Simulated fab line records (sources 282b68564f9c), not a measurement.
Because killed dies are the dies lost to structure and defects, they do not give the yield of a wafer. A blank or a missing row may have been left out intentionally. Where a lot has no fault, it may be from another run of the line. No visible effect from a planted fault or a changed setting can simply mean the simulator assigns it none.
fab line records -- flow rit_cmos
record: lots: 14, wafers: 42, last_day: 7
route steps=202 shown GATE@96 SPACER@128 SDANNEAL@156 CONTACT@181
lots with no fault: from the same line, run without faults
start_h: hours from the record's first day to the start of the lot's first wafer shown -- wait_h: hours since the lot's step before -- " as in the row above -- L1.1+2: one row covering several wafers at once -- - no value, or no start was given -- * or withheld: withheld -- < > ~ a bound
route shown NAME@n: names a module that has steps shown in the file, with the first one's number in the route -- usual: mean/standard deviation of fault-free wafers -- same: alike in all rows -- chamber/n: place in a boat -- sites: per-site readings -- _std_site: how widely they spread, as a standard deviation -- _edge_site: inner sites' mean taken away from outer sites' mean -- radius_mm: for every site, how far away it sits from the centre of the wafer -- mask NAME#n: copy n -- behind: tool/chamber where the wafer was last shaped -- hold: reason for holding the lot/hours on hold/outcome of the hold -- device: transistor that didn't switch, given as n, p or np -- end of line: the tests these same wafers got at the end of their route -- where a step has no rows: the recipe by itself -- killed: count of dies lost to structure and defects at first sort (not the wafer's yield) -- map: a wafer's dies, marking killed ones x, the rest . and places with no die _
set.NAME: the setting as run; set.NAME@STEP: as run at that earlier step -- model.NAME: the simulator's own value behind a step, which no gauge read
the route's steps for a sample of lots (tables are steps, rows are wafers)
services: from which hour (start_h, from the record's first day; less than 0 if before it) a tool's chamber was out of use, for how many hours, and why
== steps ==
step: RIT_GATE_STRIP_20
recipe: chemistry: O2, time_s: 180, resist: NOVOLAK, platen_temp_c: withheld, power_w: 500, pressure_mtorr: 4000, o2_flow_sccm: 4000
usual: drypump_motor_current_A: 5.27/0.24
lot.wafer,tool,chamber,start_h,wait_h,drypump_motor_current_A,rf_hours_counter_h
L825.2,plasma_asher-04,0,36.16,0.1,5.08,39
L825.4,plasma_asher-04,0,36.16,0.1,5.06,-
L825.5,plasma_asher-04,0,36.16,0.1,5.06,-
L826.2,plasma_asher-01,0,41.96,0.1,5.47,38
L826.4,plasma_asher-01,0,41.96,0.1,5.47,-
L826.5,plasma_asher-01,1,41.96,0.1,5.49,-
L827.2,plasma_asher-04,0,47.82,0.1,5.05,41
L827.3,plasma_asher-04,0,47.82,0.1,5.03,-
L827.5,plasma_asher-04,1,47.82,0.1,4.91,-
L828.1,plasma_asher-01,0,52.11,0.1,5.46,39
L828.3,plasma_asher-01,1,52.11,0.1,5.46,-
L828.4,plasma_asher-01,0,52.11,0.1,5.47,-
L830.1,plasma_asher-04,1,61.10,0.1,4.95,42
L830.2,plasma_asher-04,0,61.10,0.1,5.06,42
L830.5,plasma_asher-04,0,61.10,0.1,5.04,-
L831.1,plasma_asher-02,0,67.89,0.1,5.52,43
L831.2,plasma_asher-02,1,67.89,0.1,5.09,43
L831.3,plasma_asher-02,1,67.89,0.1,5.10,-
L833.1,plasma_asher-04,0,77.67,0.1,5.09,44
L833.3,plasma_asher-04,0,77.67,0.1,5.05,-
L833.5,plasma_asher-04,1,77.67,0.1,4.90,-
L838.2,plasma_asher-02,1,106.53,0.1,5.09,47
L838.3,plasma_asher-02,0,106.53,0.1,5.53,-
L838.5,plasma_asher-02,0,106.53,0.1,5.50,-
L839.1,plasma_asher-02,0,111.48,0.1,5.52,48
L839.2,plasma_asher-02,1,111.48,0.1,5.09,48
L839.5,plasma_asher-02,1,111.48,0.1,5.09,-
L840.1,plasma_asher-02,1,115.43,0.1,5.08,48
L840.2,plasma_asher-02,0,115.43,0.1,5.53,48
L840.3,plasma_asher-02,0,115.43,0.1,5.52,-
L841.1,plasma_asher-01,0,125.21,0.1,5.47,1
L841.3,plasma_asher-01,0,125.21,0.1,5.48,-
L841.4,plasma_asher-01,1,125.21,0.1,5.52,-
L842.3,plasma_asher-02,0,127.07,0.1,5.52,-
L842.4,plasma_asher-02,1,127.07,0.1,5.10,-
L842.5,plasma_asher-02,1,127.07,0.1,5.10,-
L844.1,plasma_asher-01,0,140.24,0.1,5.46,2
L844.3,plasma_asher-01,0,140.24,0.1,5.48,-
L844.5,plasma_asher-01,1,140.24,0.1,5.46,-
L845.4,plasma_asher-01,0,142.75,0.1,5.47,-
L845.5,plasma_asher-01,0,142.75,0.1,5.48,-
L845.6,plasma_asher-01,1,142.75,0.1,5.48,-
step: RIT_SPACER_CVD_03
recipe: material: Si3N4, target_thk_nm: 250, temp_c: 810, precursor: SiH2Cl2/NH3, time_s: 3300, pressure_mtorr: 300, sih2cl2_flow_sccm: 60, nh3_flow_sccm: 150
usual: spike_tc_load_C: 835.7/1.8
lot.wafer,tool,chamber,start_h,wait_h,spike_tc_load_C
L825.2,lpcvd-01,1,42.87,0.0,835.3
L825.4,lpcvd-01,1,42.87,0.0,837.3
L825.5,lpcvd-01,1,42.87,0.0,835.3
L826.2,lpcvd-02,1,48.87,0.0,838.2
L826.4,lpcvd-02,1,48.87,0.0,837.2
L826.5,lpcvd-02,1,48.87,0.0,838.0
L827.2,lpcvd-01,1,54.68,0.0,836.1
L827.3,lpcvd-01,1,54.68,0.0,833.7
L827.5,lpcvd-01,1,54.68,0.0,834.6
L828.1,lpcvd-02,1,58.93,0.0,839.1
L828.3,lpcvd-02,1,58.93,0.0,837.2
L828.4,lpcvd-02,1,58.93,0.0,836.5
L830.1,lpcvd-01,0,67.99,0.0,834.4
L830.2,lpcvd-01,0,67.99,0.0,832.8
L830.5,lpcvd-01,0,67.99,0.0,831.1
L831.1,lpcvd-01,0,74.60,0.0,831.7
L831.2,lpcvd-01,0,74.60,0.0,834.8
L831.3,lpcvd-01,0,74.60,0.0,833.6
L833.1,lpcvd-01,0,85.22,0.0,832.7
L833.3,lpcvd-01,0,85.22,0.0,835.0
L833.5,lpcvd-01,0,85.22,0.0,834.5
L838.2,lpcvd-02,0,113.96,0.5,835.5
L838.3,lpcvd-02,0,113.96,0.5,834.9
L838.5,lpcvd-02,0,113.96,0.5,834.8
L839.1,lpcvd-02,1,120.09,0.0,838.2
L839.2,lpcvd-02,1,120.09,0.0,837.5
L839.5,lpcvd-02,1,120.09,0.0,836.9
L840.1,lpcvd-01,1,123.60,0.8,834.1
L840.2,lpcvd-01,1,123.60,0.8,833.7
L840.3,lpcvd-01,1,123.60,0.8,834.7
L841.1,lpcvd-01,0,131.99,0.0,833.3
L841.3,lpcvd-01,0,131.99,0.0,832.8
L841.4,lpcvd-01,0,131.99,0.0,832.6
L842.3,lpcvd-01,1,135.25,0.0,835.3
L842.4,lpcvd-01,1,135.25,0.0,835.3
L842.5,lpcvd-01,1,135.25,0.0,835.2
L844.1,lpcvd-01,1,149.25,0.0,835.2
L844.3,lpcvd-01,1,149.25,0.0,835.9
L844.5,lpcvd-01,1,149.25,0.0,834.8
L845.4,lpcvd-01,0,151.16,0.5,834.0
L845.5,lpcvd-01,0,151.16,0.5,833.6
L845.6,lpcvd-01,0,151.16,0.5,834.6
step: RIT_SPACER_THK_MEAS_04
recipe: reads: Si3N4_of_SPACER_CVD_03
usual: SPACER_NITRIDE_THK: 251.0/2.4
lot.wafer,tool,chamber,start_h,wait_h,SPACER_NITRIDE_THK[nm]
L825.2,film_metro-02,-,44.79,0.0,252.4
L825.4,film_metro-02,-,44.79,0.0,252.5
L825.5,film_metro-02,-,44.79,0.0,250.9
L826.2,film_metro-03,-,50.80,0.0,251.0
L826.4,film_metro-03,-,50.80,0.0,252.0
L826.5,film_metro-03,-,50.80,0.0,251.5
L827.2,film_metro-02,-,56.60,0.0,253.2
L827.3,film_metro-02,-,56.60,0.0,253.3
L827.5,film_metro-02,-,56.60,0.0,252.2
L828.1,film_metro-03,-,60.85,0.0,249.6
L828.3,film_metro-03,-,60.85,0.0,249.8
L828.4,film_metro-03,-,60.85,0.0,252.8
L830.1,film_metro-04,-,69.91,0.0,252.5
L830.2,film_metro-04,-,69.91,0.0,252.9
L830.5,film_metro-04,-,69.91,0.0,253.7
L831.1,film_metro-03,-,76.51,0.0,248.1
L831.2,film_metro-03,-,76.51,0.0,248.2
L831.3,film_metro-03,-,76.51,0.0,252.5
L833.1,film_metro-04,-,87.13,0.0,253.1
L833.3,film_metro-04,-,87.13,0.0,254.5
L833.5,film_metro-04,-,87.13,0.0,254.0
L838.2,film_metro-02,-,116.85,0.0,167.0
L838.3,film_metro-02,-,116.85,0.0,170.0
L838.5,film_metro-02,-,116.85,0.0,170.2
L839.1,film_metro-04,-,122.00,0.0,172.2
L839.2,film_metro-04,-,122.00,0.0,168.0
L839.5,film_metro-04,-,122.00,0.0,170.2
L840.1,film_metro-02,-,125.51,0.0,252.7
L840.2,film_metro-02,-,125.51,0.0,250.4
L840.3,film_metro-02,-,125.51,0.0,248.5
L841.1,film_metro-02,-,133.91,0.0,250.0
L841.3,film_metro-02,-,133.91,0.0,249.3
L841.4,film_metro-02,-,133.91,0.0,247.6
L842.3,film_metro-02,-,137.18,0.0,253.9
L842.4,film_metro-02,-,137.18,0.0,251.1
L842.5,film_metro-02,-,137.18,0.0,254.8
L844.1,film_metro-04,-,151.16,0.0,253.5
L844.3,film_metro-04,-,151.16,0.0,251.4
L844.5,film_metro-04,-,151.16,0.0,252.0
L845.4,film_metro-03,-,153.11,0.0,247.9
L845.5,film_metro-03,-,153.11,0.0,247.2
L845.6,film_metro-03,-,153.11,0.0,248.7
step: RIT_SPACER_ETCHBACK_05
recipe: target_depth_a: 2500, SF6_flow_sccm: 30, CHF3_flow_sccm: 30, target: Si3N4, chemistry: SF6/CHF3, pressure_mtorr: 40, rf_w: 250, time_s: 240, stop_on: SiO2
usual: drypump_motor_current_A: 5.5/0.37, oes_product_au: 0.842/0.012, throttle_valve_pct: 10.26/0.16
lot.wafer,tool,chamber,start_h,wait_h,drypump_motor_current_A,oes_product_au,rf_hours_counter_h,throttle_valve_pct
L825.2,rie_diel-01,2,44.84,0.0,5.7,0.841,6,10.11
L825.4,rie_diel-01,1,44.84,0.0,5.3,0.856,26,10.07
L825.5,rie_diel-01,0,44.84,0.0,6.1,0.825,-,10.40
L826.2,rie_diel-01,0,50.85,0.0,6.2,0.829,147,10.39
L826.4,rie_diel-01,3,50.85,0.0,6.0,0.835,119,10.19
L826.5,rie_diel-01,3,50.85,0.0,6.1,0.834,-,10.20
L827.2,rie_diel-04,3,56.65,0.0,5.1,0.858,146,10.11
L827.3,rie_diel-04,1,56.65,0.0,5.8,0.857,20,10.53
L827.5,rie_diel-04,0,56.65,0.0,5.5,0.849,-,10.55
L828.1,rie_diel-02,1,60.91,0.1,4.9,0.853,73,10.21
L828.3,rie_diel-02,2,60.91,0.1,5.3,0.840,23,10.24
L828.4,rie_diel-02,3,60.91,0.1,5.3,0.832,17,10.27
L830.1,rie_diel-02,0,69.97,0.1,5.4,0.831,9,10.08
L830.2,rie_diel-02,3,69.97,0.1,5.2,0.829,17,10.28
L830.5,rie_diel-02,0,69.97,0.1,5.4,0.827,-,10.07
L831.1,rie_diel-01,2,76.57,0.1,5.7,0.834,6,10.10
L831.2,rie_diel-01,1,76.57,0.1,5.2,0.840,27,10.09
L831.3,rie_diel-01,3,76.57,0.1,6.1,0.843,119,10.20
L833.1,rie_diel-02,3,87.19,0.1,5.3,0.829,18,10.26
L833.3,rie_diel-02,0,87.19,0.1,5.4,0.825,9,10.08
L833.5,rie_diel-02,3,87.19,0.1,5.2,0.834,-,10.28
L838.2,rie_diel-04,2,116.90,0.0,5.2,0.652,68,10.29
L838.3,rie_diel-04,1,116.90,0.0,5.8,0.650,21,10.44
L838.5,rie_diel-04,1,116.90,0.0,5.8,0.661,-,10.45
L839.1,rie_diel-02,2,122.06,0.1,5.4,0.654,24,10.18
L839.2,rie_diel-02,3,122.06,0.1,5.2,0.635,18,10.20
L839.5,rie_diel-02,1,122.06,0.1,4.9,0.655,-,10.16
L840.1,rie_diel-04,2,125.57,0.1,5.2,0.854,68,10.36
L840.2,rie_diel-04,1,125.57,0.1,5.8,0.851,22,10.52
L840.3,rie_diel-04,0,125.57,0.1,5.5,0.846,14,10.55
L841.1,rie_diel-01,0,133.97,0.1,6.2,0.826,149,10.38
L841.3,rie_diel-01,1,133.97,0.1,5.2,0.846,28,10.09
L841.4,rie_diel-01,2,133.97,0.1,5.7,0.835,7,10.11
L842.3,rie_diel-02,1,137.22,0.0,4.9,0.859,75,10.21
L842.4,rie_diel-02,0,137.22,0.0,5.4,0.822,10,10.08
L842.5,rie_diel-02,3,137.22,0.0,5.3,0.835,-,10.27
L844.1,rie_diel-04,1,151.22,0.1,5.8,0.863,22,10.50
L844.3,rie_diel-04,2,151.22,0.1,5.2,0.858,69,10.35
L844.5,rie_diel-04,3,151.22,0.1,5.1,0.853,-,10.10
L845.4,rie_diel-01,1,153.21,0.1,5.3,0.845,-,10.07
L845.5,rie_diel-01,3,153.21,0.1,6.1,0.821,-,10.19
L845.6,rie_diel-01,2,153.21,0.1,5.7,0.834,-,10.10
step: RIT_SDANNEAL_RTA_03
recipe: temp_c: 1050, time_s: 5, idle_temp_c: 600, ramp_up_c_per_s: 342, ramp_down_c_per_s: 171, cool_to_c: 600, ambient: N2
usual: wafer_temp_C_max: 1053.5/1.1
lot.wafer,tool,chamber,start_h,wait_h,wafer_temp_C_max
L825.2,rtp_anneal-02,0,48.60,0.0,1055.9
L825.4,rtp_anneal-02,0,48.60,0.0,1052.0
L825.5,rtp_anneal-02,0,48.60,0.0,1055.6
L826.2,rtp_anneal-01,0,54.23,0.0,1054.1
L826.4,rtp_anneal-01,0,54.23,0.0,1053.4
L826.5,rtp_anneal-01,0,54.23,0.0,1052.6
L827.2,rtp_anneal-02,0,60.27,0.0,1057.1
L827.3,rtp_anneal-02,0,60.27,0.0,1054.7
L827.5,rtp_anneal-02,0,60.27,0.0,1053.3
L828.1,rtp_anneal-01,0,64.39,0.0,1054.6
L828.3,rtp_anneal-01,0,64.39,0.0,1054.0
L828.4,rtp_anneal-01,0,64.39,0.0,1053.2
L830.1,rtp_anneal-01,0,73.81,0.0,1052.6
L830.2,rtp_anneal-01,0,73.81,0.0,1053.9
L830.5,rtp_anneal-01,0,73.81,0.0,1055.7
L831.1,rtp_anneal-02,0,80.10,0.0,1052.1
L831.2,rtp_anneal-02,0,80.10,0.0,1052.8
L831.3,rtp_anneal-02,0,80.10,0.0,1053.3
L833.1,rtp_anneal-02,0,90.68,0.0,1053.2
L833.3,rtp_anneal-02,0,90.68,0.0,1052.9
L833.5,rtp_anneal-02,0,90.68,0.0,1054.1
L838.2,rtp_anneal-01,0,120.39,0.0,1052.9
L838.3,rtp_anneal-01,0,120.39,0.0,1051.5
L838.5,rtp_anneal-01,0,120.39,0.0,1054.2
L839.1,rtp_anneal-02,0,125.42,0.0,1052.5
L839.2,rtp_anneal-02,0,125.42,0.0,1053.6
L839.5,rtp_anneal-02,0,125.42,0.0,1054.7
L840.1,rtp_anneal-01,0,129.14,0.0,1054.6
L840.2,rtp_anneal-01,0,129.14,0.0,1055.0
L840.3,rtp_anneal-01,0,129.14,0.0,1053.1
L841.1,rtp_anneal-02,0,137.46,0.0,1050.1
L841.3,rtp_anneal-02,0,137.46,0.0,1052.4
L841.4,rtp_anneal-02,0,137.46,0.0,1051.5
L842.3,rtp_anneal-01,0,140.60,0.0,1054.3
L842.4,rtp_anneal-01,0,140.60,0.0,1056.0
L842.5,rtp_anneal-01,0,140.60,0.0,1055.2
L844.1,rtp_anneal-01,0,155.06,0.0,1054.1
L844.3,rtp_anneal-01,0,155.06,0.0,1054.2
L844.5,rtp_anneal-01,0,155.06,0.0,1052.4
L845.4,rtp_anneal-02,0,156.65,0.0,1053.3
L845.5,rtp_anneal-02,0,156.65,0.0,1053.2
L845.6,rtp_anneal-02,0,156.65,0.0,1054.0
step: RIT_CONTACT_CD_MEAS_90
recipe: target_cd_nm: 1000
usual: cd_nm: 1000.0/2.5
lot.wafer,tool,chamber,start_h,wait_h,cd_nm
L825.2,cd_sem-02,-,51.69,0.1,999.2
L825.4,cd_sem-02,-,51.69,0.1,999.8
L825.5,cd_sem-02,-,51.69,0.1,1000.5
L826.2,cd_sem-02,-,57.05,0.1,999.4
L826.4,cd_sem-02,-,57.05,0.1,998.9
L826.5,cd_sem-02,-,57.05,0.1,998.7
L827.2,cd_sem-02,-,63.22,0.1,996.3
L827.3,cd_sem-02,-,63.22,0.1,996.8
L827.5,cd_sem-02,-,63.22,0.1,999.3
L828.1,cd_sem-02,-,67.43,0.1,997.8
L828.3,cd_sem-02,-,67.43,0.1,999.1
L828.4,cd_sem-02,-,67.43,0.1,997.6
L830.1,cd_sem-01,-,76.62,0.1,999.6
L830.2,cd_sem-01,-,76.62,0.1,997.6
L830.5,cd_sem-01,-,76.62,0.1,998.9
L831.1,cd_sem-02,-,83.08,0.1,1003.9
L831.2,cd_sem-02,-,83.08,0.1,1003.7
L831.3,cd_sem-02,-,83.08,0.1,1001.6
L833.1,cd_sem-02,-,93.58,0.1,999.6
L833.3,cd_sem-02,-,93.58,0.1,997.3
L833.5,cd_sem-02,-,93.58,0.1,998.1
L838.2,cd_sem-02,-,123.21,0.1,998.5
L838.3,cd_sem-02,-,123.21,0.1,997.0
L838.5,cd_sem-02,-,123.21,0.1,1000.0
L839.1,cd_sem-02,-,128.36,0.1,1000.5
L839.2,cd_sem-02,-,128.36,0.1,1001.9
L839.5,cd_sem-02,-,128.36,0.1,999.0
L840.1,cd_sem-02,-,131.99,0.1,1002.8
L840.2,cd_sem-02,-,131.99,0.1,1002.0
L840.3,cd_sem-02,-,131.99,0.1,1001.9
L841.1,cd_sem-02,-,142.19,0.1,1002.6
L841.3,cd_sem-02,-,142.19,0.1,1000.2
L841.4,cd_sem-02,-,142.19,0.1,1003.2
L842.3,cd_sem-02,-,143.43,0.1,993.5
L842.4,cd_sem-02,-,143.43,0.1,992.2
L842.5,cd_sem-02,-,143.43,0.1,993.5
L844.1,cd_sem-02,-,158.00,0.1,999.9
L844.3,cd_sem-02,-,158.00,0.1,1000.2
L844.5,cd_sem-02,-,158.00,0.1,998.9
L845.4,cd_sem-02,-,159.99,0.1,997.7
L845.5,cd_sem-02,-,159.99,0.1,999.6
L845.6,cd_sem-02,-,159.99,0.1,999.8
== services ==
tool,chamber,start_h,hours,kind
rie_diel-02,1,21.34,2.6,repair
rie_diel-01,-,51.72,2.2,repair
rie_diel-04,-,81.79,0.2,repair
plasma_asher-01,-,87.05,0.5,repair
rie_diel-02,3,105.79,8.8,repair
plasma_asher-01,-,108.75,9.0,pm
plasma_asher-01,0,108.75,9.0,vent_cycle
plasma_asher-01,1,108.75,9.0,vent_cycle
plasma_asher-01,0,117.75,-,clean
plasma_asher-01,1,117.75,-,clean
plasma_asher-02,-,119.68,1.4,repair
rie_diel-01,0,151.20,-,clean
rie_diel-01,0,151.20,20.3,scheduled_down
rie_diel-01,0,151.20,20.3,vent_cycle
rie_diel-02,-,156.58,0.1,repair
== key ==
first_sign: step: RIT_SPACER_THK_MEAS_04, reading: SPACER_NITRIDE_THK, direction: down, sigmas: 33, usual: 251.0, struck: 169.6
effect: step: RIT_SPACER_ETCHBACK_05, reading: oes_product_au, direction: down, sigmas: 15, usual: 0.842, struck: 0.651
met_at RIT_SPACER_CVD_03
struck_lots L838,L839
tester_left_out L838,L839
not_acting_at RIT_GATE_STRIP_20,RIT_SDANNEAL_RTA_03,RIT_CONTACT_CD_MEAS_90
onset_between 58.93 113.96
fault: kind: process_parameter_drift, tool: lpcvd-02, chamber: -, onset_h: 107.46, steps: RIT_SPACER_CVD_03, channel: target_thk_nm, offset: -82.5, shape: step, end_h: 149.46, acts_in: these_recipes_only, stated: 250
tester_left_out: of these lots the tester's yield and bins aren't shown, on N5 and GAA mostly nor the transistor test; their killed dies are dies lost to structure and defects alone, not to doping, threshold or leakage, so they don't give the yield
